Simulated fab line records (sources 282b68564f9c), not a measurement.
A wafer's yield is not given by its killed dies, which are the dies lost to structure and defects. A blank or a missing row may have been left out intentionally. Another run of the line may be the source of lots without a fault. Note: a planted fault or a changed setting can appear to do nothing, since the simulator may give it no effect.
fab line records -- flow rit_cmos
record lots=6, wafers=18, last_day=8
route steps=202 shown PWELL@49 WELLDRIVE@50 NWELL@51 NRETRO@53 PRETRO@64 M1@202
lots that met no fault: from a run of the same line without faults
start_h: start of the lot's first displayed wafer, in hours after the record's first day -- wait_h: hours from the lot's prior step to this one -- " unchanged from the row above -- L1.1+2: several wafers, shown together as one row -- - no value, or no start given -- * or withheld: withheld -- < > ~ a bound
route shown NAME@n: a module of which the file shows steps, and the number in the route of the first -- usual: mean and standard deviation over wafers with no fault -- same: alike in all rows -- chamber/n: place in a boat -- sites: each site's reading -- _std_site: standard deviation of those values -- _edge_site: inner sites' mean taken away from outer sites' mean -- radius_mm: for every site, how far away it sits from the centre of the wafer -- mask NAME#n: copy n -- behind: tool/chamber where the wafer was last shaped -- hold: why the lot went on hold/how many hours it stayed there/how the hold came to an end -- device: the transistor (n, p or np) that didn't switch -- end of line: the route-end tests of the same wafers -- for a step that has no rows: nothing shown but its recipe -- killed: count of dies lost to structure and defects at first sort (not the wafer's yield) -- map: a wafer's dies, x killed, . not, _ none there
set.NAME: the run value of the setting; set.NAME@STEP: its run value at that earlier step -- model.NAME: the simulator's own value behind a step, which no gauge read
lots at selected steps of the route; one table per step, one row per wafer
services: the hour from which a tool's chamber was out of use, counted from the record's first day as start_h (under 0 if before that day), plus the number of hours and why
## steps
# step RIT_PWELL_TW_MEAS_10
# usual PWELL_TW=950/11
lot.wafer,tool,chamber,start_h,wait_h,PWELL_TW
L412.2,film_metro-01,-,35.18,0.1,945
L412.4,film_metro-01,-,35.18,0.1,945
L412.6,film_metro-01,-,35.18,0.1,953
L416.2,film_metro-02,-,58.71,0.1,940
L416.3,film_metro-02,-,58.71,0.1,936
L416.6,film_metro-02,-,58.71,0.1,933
L421.1,film_metro-02,-,79.15,0.1,939
L421.2,film_metro-02,-,79.15,0.1,941
L421.5,film_metro-02,-,79.15,0.1,939
L425.2,film_metro-01,-,103.41,0.1,962
L425.4,film_metro-01,-,103.41,0.1,952
L425.6,film_metro-01,-,103.41,0.1,957
L431.1,film_metro-03,-,131.62,0.1,958
L431.3,film_metro-03,-,131.62,0.1,958
L431.6,film_metro-03,-,131.62,0.1,960
L432.1,film_metro-02,-,134.74,0.1,936
L432.2,film_metro-02,-,134.74,0.1,935
L432.3,film_metro-02,-,134.74,0.1,941
# step RIT_WELLDRIVE_ANNEAL_00
# recipe temp_c=1100, time_s=14700, ambient=N2
# step RIT_WELLDRIVE_RS_MEAS_01
# recipe thk_meas_gauge=four-point-probe
# usual NWELL_RS=275.7/0.73
lot.wafer,tool,chamber,start_h,wait_h,NWELL_RS[ohm/sq]
L412.2,film_metro-03,-,44.70,0.0,277.3
L412.4,film_metro-03,-,44.70,0.0,276.9
L412.6,film_metro-03,-,44.70,0.0,277.3
L416.2,film_metro-01,-,64.55,0.0,275.6
L416.3,film_metro-01,-,64.55,0.0,275.6
L416.6,film_metro-01,-,64.55,0.0,275.4
L421.1,film_metro-01,-,85.65,0.0,275.5
L421.2,film_metro-01,-,85.65,0.0,275.7
L421.5,film_metro-01,-,85.65,0.0,274.8
L425.2,film_metro-03,-,108.56,0.0,276.6
L425.4,film_metro-03,-,108.56,0.0,275.9
L425.6,film_metro-03,-,108.56,0.0,276.8
L431.1,film_metro-03,-,136.77,0.0,276.1
L431.3,film_metro-03,-,136.77,0.0,276.0
L431.6,film_metro-03,-,136.77,0.0,276.1
L432.1,film_metro-01,-,139.89,0.0,276.1
L432.2,film_metro-01,-,139.89,0.0,276.2
L432.3,film_metro-01,-,139.89,0.0,275.8
# step RIT_WELLDRIVE_RS_MEAS_02
# recipe thk_meas_gauge=four-point-probe
# usual PWELL_RS=429.7/1.4
lot.wafer,tool,chamber,start_h,wait_h,PWELL_RS[ohm/sq]
L412.2,film_metro-03,-,44.82,0.1,432.5
L412.4,film_metro-03,-,44.82,0.1,432.4
L412.6,film_metro-03,-,44.82,0.1,431.3
L416.2,film_metro-01,-,64.67,0.1,432.0
L416.3,film_metro-01,-,64.67,0.1,429.9
L416.6,film_metro-01,-,64.67,0.1,429.7
L421.1,film_metro-01,-,85.77,0.1,428.9
L421.2,film_metro-01,-,85.77,0.1,427.8
L421.5,film_metro-01,-,85.77,0.1,427.2
L425.2,film_metro-03,-,108.68,0.1,430.2
L425.4,film_metro-03,-,108.68,0.1,429.6
L425.6,film_metro-03,-,108.68,0.1,430.1
L431.1,film_metro-03,-,136.89,0.1,429.6
L431.3,film_metro-03,-,136.89,0.1,430.7
L431.6,film_metro-03,-,136.89,0.1,429.9
L432.1,film_metro-01,-,140.01,0.1,429.9
L432.2,film_metro-01,-,140.01,0.1,429.4
L432.3,film_metro-01,-,140.01,0.1,429.7
# step RIT_NRETRO_HMDS_00
# recipe prime_time_s=60, prime_temp_c=140
# step RIT_NRETRO_COAT_01
# recipe resist=NOVOLAK, spin_rpm=2000, resist_thk_nm=1300
# step RIT_NRETRO_SOFTBAKE_02
# recipe resist=NOVOLAK, temp_c=90, time_s=60
# step RIT_NRETRO_EXPOSE_03
# recipe mask_id=M4, na=0.57, target_cd_nm=43900, dose_mj=250
# step RIT_NRETRO_PEB_04
# recipe resist=NOVOLAK, temp_c=withheld, time_s=withheld
# step RIT_NRETRO_DEVELOP_05
# recipe resist=NOVOLAK, develop_time_s=68, dev_temp_c=23
# step RIT_NRETRO_OVL_MEAS_06
# usual NRETRO_OVL=-1.4/1.3
lot.wafer,tool,chamber,start_h,wait_h,NRETRO_OVL[nm]
L412.2,overlay-01,-,45.80,-,0.0
L412.4,overlay-01,-,45.80,-,0.1
L412.6,overlay-01,-,45.80,-,-0.8
L416.2,overlay-02,-,65.79,-,-2.2
L416.3,overlay-02,-,65.79,-,-3.6
L416.6,overlay-02,-,65.79,-,-1.6
L421.1,overlay-02,-,86.77,-,-1.2
L421.2,overlay-02,-,86.77,-,-0.6
L421.5,overlay-02,-,86.77,-,-1.1
L425.2,overlay-01,-,109.72,-,0.0
L425.4,overlay-01,-,109.72,-,-2.1
L425.6,overlay-01,-,109.72,-,-1.7
L431.1,overlay-02,-,137.89,-,-0.8
L431.3,overlay-02,-,137.89,-,-0.4
L431.6,overlay-02,-,137.89,-,-1.6
L432.1,overlay-02,-,141.10,-,-0.5
L432.2,overlay-02,-,141.10,-,-1.5
L432.3,overlay-02,-,141.10,-,-2.5
# step RIT_NRETRO_HARDBAKE_07
# recipe resist=NOVOLAK, temp_c=140, time_s=120
# step RIT_NRETRO_IMPLANT_08
# recipe species=P, energy_kev=70, dose_cm2=1e+13, tilt_deg=7
# usual dose_ions_cm2=1e+13/1e+10, faraday_current_uA=31.7/0.61
lot.wafer,tool,chamber,start_h,wait_h,dose_ions_cm2,faraday_current_uA
L412.2,implanter-03,0,46.11,0.2,1.0005e+13,31.5
L412.4,implanter-03,0,46.11,0.2,1.001e+13,31.1
L412.6,implanter-03,0,46.11,0.2,1.0015e+13,32.3
L416.2,implanter-02,0,66.10,0.2,9.999e+12,30.4
L416.3,implanter-02,0,66.10,0.2,9.996e+12,31.0
L416.6,implanter-02,0,66.10,0.2,1.002e+13,30.6
L421.1,implanter-02,0,87.06,0.2,7.82e+12,25.8
L421.2,implanter-02,0,87.06,0.2,7.798e+12,25.0
L421.5,implanter-02,0,87.06,0.2,7.802e+12,24.2
L425.2,implanter-02,0,110.12,0.2,7.796e+12,23.9
L425.4,implanter-02,0,110.12,0.2,7.776e+12,23.9
L425.6,implanter-02,0,110.12,0.2,7.787e+12,23.4
L431.1,implanter-04,0,138.17,0.2,1.0012e+13,32.0
L431.3,implanter-04,0,138.17,0.2,9.995e+12,31.6
L431.6,implanter-04,0,138.17,0.2,9.986e+12,30.8
L432.1,implanter-04,0,141.39,0.2,9.996e+12,32.2
L432.2,implanter-04,0,141.39,0.2,1.0005e+13,32.0
L432.3,implanter-04,0,141.39,0.2,1.0001e+13,32.3
# step RIT_NRETRO_STRIP_09
# recipe chemistry=O2, time_s=180, resist=NOVOLAK, platen_temp_c=withheld, power_w=500, pressure_mtorr=4000, o2_flow_sccm=4000
# usual drypump_motor_current_A=5.8/0.64
lot.wafer,tool,chamber,start_h,wait_h,drypump_motor_current_A,rf_hours_counter_h
L412.2,plasma_asher-01,0,46.23,0.1,6.2,27
L412.4,plasma_asher-01,0,46.23,0.1,6.2,-
L412.6,plasma_asher-01,1,46.23,0.1,5.6,-
L416.2,plasma_asher-01,1,66.22,0.1,5.6,29
L416.3,plasma_asher-01,1,66.22,0.1,5.6,-
L416.6,plasma_asher-01,0,66.22,0.1,6.2,-
L421.1,plasma_asher-01,0,87.21,0.1,6.1,31
L421.2,plasma_asher-01,1,87.21,0.1,5.6,31
L421.5,plasma_asher-01,1,87.21,0.1,5.6,-
L425.2,plasma_asher-02,0,110.25,0.1,6.6,45
L425.4,plasma_asher-02,0,110.25,0.1,6.6,-
L425.6,plasma_asher-02,0,110.25,0.1,6.6,-
L431.1,plasma_asher-01,1,138.32,0.1,5.6,37
L431.3,plasma_asher-01,0,138.32,0.1,6.2,-
L431.6,plasma_asher-01,0,138.32,0.1,6.2,-
L432.1,plasma_asher-02,0,141.54,0.1,6.6,48
L432.2,plasma_asher-02,1,141.54,0.1,4.9,48
L432.3,plasma_asher-02,1,141.54,0.1,4.9,-
# step RIT_NRETRO_TW_MEAS_10
# usual NRETRO_TW=1045/8.5
lot.wafer,tool,chamber,start_h,wait_h,NRETRO_TW
L412.2,film_metro-04,-,46.42,0.1,1055
L412.4,film_metro-04,-,46.42,0.1,1055
L412.6,film_metro-04,-,46.42,0.1,1058
L416.2,film_metro-02,-,66.41,0.1,1037
L416.3,film_metro-02,-,66.41,0.1,1035
L416.6,film_metro-02,-,66.41,0.1,1036
L421.1,film_metro-01,-,87.38,0.1,973
L421.2,film_metro-01,-,87.38,0.1,974
L421.5,film_metro-01,-,87.38,0.1,972
L425.2,film_metro-04,-,110.43,0.1,970
L425.4,film_metro-04,-,110.43,0.1,968
L425.6,film_metro-04,-,110.43,0.1,969
L431.1,film_metro-04,-,138.50,0.1,1042
L431.3,film_metro-04,-,138.50,0.1,1041
L431.6,film_metro-04,-,138.50,0.1,1044
L432.1,film_metro-04,-,141.71,0.1,1049
L432.2,film_metro-04,-,141.71,0.1,1044
L432.3,film_metro-04,-,141.71,0.1,1040
# step RIT_PRETRO_HMDS_00
# recipe prime_time_s=60, prime_temp_c=140
# step RIT_M1_PROBE_99
# usual killed_at_front_end=6.2/2.8, killed_dies=6.3/2.7, killed_open=3.1/2, killed_short=3.2/1.8
# same gross_dies=264, killed_at_M0_to_M3=0, killed_at_M4_up=0, killed_at_back_side=0, killed_at_contacts=0, killed_at_other=0
lot.wafer,tool,chamber,start_h,wait_h,killed_at_front_end,killed_dies,killed_open,killed_short,model.etest.pmos_narrow.drive_ua_um,model.etest.pmos_0p3.drive_ua_um,model.etest.well_edge_left.line_ohm_um,model.etest.well_edge_right.line_ohm_um,model.etest.pmos_0p15.swing_mv_dec,model.etest.pmos_0p15.off_log10_a_um,model.etest.retro_edge_pmos.off_log10_a_um,model.etest.ring.quiet_log10_a
L412.2,prober-02,-,76.10,0.1,5,5,0,5,98.81,99.3,186.1,181.4,84.84,-10.04,-9.853,-7.494
L412.4,prober-02,-,76.20,0.2,5,5,2,3,99.48,98.19,181.3,182.4,84.92,-10.27,-10.28,-7.751
L412.6,prober-02,-,76.30,0.2,10,10,5,5,97.41,95.88,182.1,183.8,85.29,-10.38,-10.33,-7.837
L416.2,prober-02,-,97.51,0.1,6,6,4,2,95.88,93.31,181.1,181.4,84.73,-10.74,-10.58,-8.037
L416.3,prober-02,-,97.56,0.2,4,4,3,1,96.56,93.84,183.7,184.7,84.88,-10.64,-10.4,-7.994
L416.6,prober-02,-,97.71,0.2,8,8,5,3,96.21,92.96,183.2,183.6,85.09,-10.72,-10.44,-8.159
L421.1,prober-02,-,117.85,0.1,8,8,2,6,105.7,103.8,185.7,185.3,84.24,-10.09,-10.04,-7.68
L421.2,prober-02,-,117.90,0.1,8,8,2,6,103.9,103.6,185.3,185.5,83.96,-10.15,-9.898,-7.756
L421.5,prober-02,-,118.05,0.2,11,11,6,5,104.3,102.1,185,187.3,83.89,-10.09,-10.1,-7.642
L425.2,prober-02,-,140.12,0.1,3,3,1,2,112.3,110,187.6,184.5,83.72,-9.375,-9.281,-7.072
L425.4,prober-02,-,140.22,0.2,4,4,2,2,119.2,114.8,188.3,186.1,83.44,-9.537,-9.302,-7.101
L425.6,prober-02,-,140.32,0.2,1,1,1,0,113.8,111.5,186.5,186.9,83.75,-9.365,-9.277,-7.038
L431.1,prober-01,-,181.40,0.1,4,4,2,2,103.5,102.2,184.2,182.6,84.32,-10.26,-10.12,-7.586
L431.3,prober-01,-,181.50,0.2,7,7,2,5,105.4,105.3,184.4,186.1,84.13,-9.994,-9.857,-7.301
L431.6,prober-01,-,181.65,0.2,9,9,5,4,103.8,103.5,184.4,182.6,83.83,-10.29,-10.17,-7.555
L432.1,prober-02,-,181.40,0.1,9,9,7,2,102.4,101.7,181.4,180.4,84.06,-10.49,-10.33,-7.598
L432.2,prober-02,-,181.45,0.1,5,5,3,2,101.2,100,185.6,178.5,84.78,-10.21,-10.04,-7.432
L432.3,prober-02,-,181.50,0.2,9,9,8,1,101.6,101.6,181.7,182.6,84.17,-10.23,-10.13,-7.562
# killed by level:class
L412.2 GATE:geometric_particle:short=3 FOX1:geometric_particle:short=1 SPACER:geometric_particle:short=1
L412.4 SPACER:geometric_particle:short=2 REOX:geometric_particle:short=1 REOX:geometric_particle:open=1 SILICIDE:geometric_particle:open=1
L412.6 GATE:geometric_particle:open=2 SPACER:geometric_particle:short=2 FOX1:geometric_particle:open=1 FOX2:geometric_particle:short=1 GATE:geometric_particle:short=1 REOX:geometric_particle:short=1 REOX:geometric_particle:open=1 SPACER:geometric_particle:open=1
L416.2 FOX1:geometric_particle:open=1 FOX2:geometric_particle:open=1 GATE:geometric_particle:short=1 REOX:geometric_particle:short=1 SPACER:geometric_particle:open=1 SILICIDE:geometric_particle:open=1
L416.3 FOX1:geometric_particle:short=1 FOX2:geometric_particle:open=1 GATE:geometric_particle:open=1 SILICIDE:geometric_particle:open=1
L416.6 FOX1:geometric_particle:open=2 GATE:geometric_particle:open=1 GATE:geometric_particle:short=1 REOX:geometric_particle:open=1 SPACER:geometric_particle:short=1 SPACER:geometric_particle:open=1 STARTING-WAFER:geometric_particle:short=1
L421.1 GATE:geometric_particle:short=4 GATE:geometric_particle:open=2 SILICIDE:geometric_particle:short=2
L421.2 SILICIDE:geometric_particle:short=3 FOX1:geometric_particle:short=1 FOX2:geometric_particle:open=1 FOX2:geometric_particle:short=1 GATE:geometric_particle:short=1 SPACER:geometric_particle:open=1
L421.5 SILICIDE:geometric_particle:open=4 GATE:geometric_particle:short=3 FOX1:geometric_particle:short=2 FOX2:geometric_particle:open=1 GATE:geometric_particle:open=1
L425.2 FOX1:geometric_particle:short=1 FOX1:geometric_particle:open=1 GATE:geometric_particle:short=1
L425.4 SILICIDE:geometric_particle:short=2 GATE:geometric_particle:open=1 SILICIDE:geometric_particle:open=1
L425.6 GATE:geometric_particle:open=1
L431.1 FOX1:geometric_particle:short=1 GATE:geometric_particle:open=1 REOX:geometric_particle:open=1 SPACER:geometric_particle:short=1
L432.1 FOX1:geometric_particle:open=2 REOX:geometric_particle:open=2 FOX2:geometric_particle:open=1 REOX:geometric_particle:short=1 SPACER:geometric_particle:short=1 SPACER:geometric_particle:open=1 SILICIDE:geometric_particle:open=1
L432.2 FOX2:geometric_particle:short=1 REOX:geometric_particle:open=1 SPACER:geometric_particle:open=1 SILICIDE:geometric_particle:short=1 SILICIDE:geometric_particle:open=1
L431.3 GATE:geometric_particle:short=2 FOX1:geometric_particle:short=1 FOX2:geometric_particle:open=1 REOX:geometric_particle:open=1 REOX:geometric_particle:short=1 STARTING-WAFER:geometric_particle:short=1
L432.3 GATE:geometric_particle:open=4 REOX:geometric_particle:open=2 SPACER:geometric_particle:open=2 REOX:geometric_particle:short=1
L431.6 GATE:geometric_particle:short=3 FOX2:geometric_particle:open=1 FOX2:geometric_particle:short=1 GATE:geometric_particle:open=1 REOX:geometric_particle:open=1 SPACER:geometric_particle:open=1 SILICIDE:geometric_particle:open=1
## services
tool,chamber,start_h,hours,kind
plasma_asher-02,-,25.54,0.4,repair
plasma_asher-01,-,31.67,4.0,pm
implanter-03,-,41.04,3.2,pm
implanter-03,-,59.08,37.7,repair
implanter-02,-,98.24,3.3,pm
implanter-02,-,102.77,3.7,pm
implanter-03,-,106.98,2.0,repair
implanter-04,-,108.97,5.6,repair
implanter-02,-,134.19,20.5,pm
## key
first_sign step=RIT_NRETRO_IMPLANT_08, reading=dose_ions_cm2, direction=down, sigmas=99+, usual=1e+13, struck=7.796e+12
effect step=RIT_NRETRO_IMPLANT_08, reading=faraday_current_uA, direction=down, sigmas=12, usual=31.7, struck=24.4
effect step=RIT_NRETRO_TW_MEAS_10, reading=NRETRO_TW, direction=down, sigmas=8.7, usual=1045, struck=971
model_effect step=RIT_M1_PROBE_99, value=etest.pmos_narrow.drive_ua_um, without=101.2, struck=109.9
met_at RIT_NRETRO_IMPLANT_08
struck_wafers L421.1,L421.2,L421.5,L425.2,L425.4,L425.6
tester_left_out L421,L425
onset_between 66.10 87.06
fault kind=process_parameter_drift, tool=implanter-02, chamber=-, onset_h=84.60, steps=RIT_NRETRO_IMPLANT_08, channel=dose_cm2, offset=-2.2e+12, shape=step, end_h=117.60, acts_in=these_recipes_only, stated=1e+13
# tester_left_out: of these lots the tester's yield and bins aren't shown, on N5 and GAA mostly nor the transistor test; their killed dies are dies lost to structure and defects alone, not to doping, threshold or leakage, so they don't give the yield
